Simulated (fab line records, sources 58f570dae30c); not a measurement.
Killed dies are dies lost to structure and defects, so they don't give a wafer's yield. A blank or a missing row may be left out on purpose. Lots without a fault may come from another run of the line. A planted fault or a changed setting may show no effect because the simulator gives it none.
Problem report in the 8D (eight disciplines) form, filled by code | flow berkeley_cmos170 | the parts of the form that need people (team, actions taken, sign-off) are left out

1. THE PROBLEM
beam_energy_keV at UCB170_PWELL_IMPLANT_15 reads a mean of 58.856 on 6 wafers of 2 lots; wafers without a fault read 59.997 with a standard deviation of 0.018. That is -63 standard deviations from the usual mean.
First seen on wafer L371.2, day 5 05:31, on implanter-04. The record holds 42 wafers of 14 lots with a number at this step. Rule for "out", or "out of limits": more than 4 standard deviations from the usual mean. The other wafers with a number count as sound.

2. WHAT IT IS AND WHAT IT IS NOT
question                    | is                     | is not
which readings at this step | beam_energy_keV        | -
which lots                  | L371, L373             | L362, L364, L365, L366, L368, L372, L375, L376, L377, L378, L383, L384
which wafers of those lots  | all that have a number | -
read on which tools         | implanter-04           | implanter-01, implanter-02
when                        | from day 5 05:31       | up to then (18 sound wafers); but 18 sound wafers of L375, L376, L377, L378, L383, L384 came after

3. SUSPECTS, AND WHAT RULES EACH OUT
Counting: a tool at a process step up to the reading stays a suspect if it ran every lot that is out and no sound lot after the first of them.
- implanter-04 at UCB170_PWELL_IMPLANT_15: kept. It ran every lot that is out, first L371 (day 5 05:31), and no sound lot after that; its last sound lot up to then is L364 (day 3 09:07). Its own readings are out on those wafers: beam_energy_keV.
Left after counting: implanter-04 at UCB170_PWELL_IMPLANT_15.

4. THE CAUSE (what the simulator had put in)
Process parameter drift: implanter-04, from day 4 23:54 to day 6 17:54, at UCB170_PWELL_IMPLANT_15. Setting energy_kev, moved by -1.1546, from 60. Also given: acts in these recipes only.
Counting left only this tool.

5. THE CHAIN OF EFFECTS, in route order
Each row: a reading whose mean over the struck wafers that have a number lies more than 3 standard deviations from the usual. Only readings for which the record gives a usual standard deviation are gone through. hours: the time from each lot's start at the first step in this table that gives one to its start at this step, as a median over the lots. sigmas: the change in usual standard deviations.
hours | step                    | reading         | usual  | on struck wafers | change | sigmas
0     | UCB170_PWELL_IMPLANT_15 | beam_energy_keV | 59.997 | 58.856           | -1.141 | -63
The process steps in it:
- UCB170_PWELL_IMPLANT_15

6. WHAT WOULD HAVE CAUGHT IT SOONER
In this record the first reading out of limits was taken at day 5 05:31, 6 hours after the fault began at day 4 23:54.
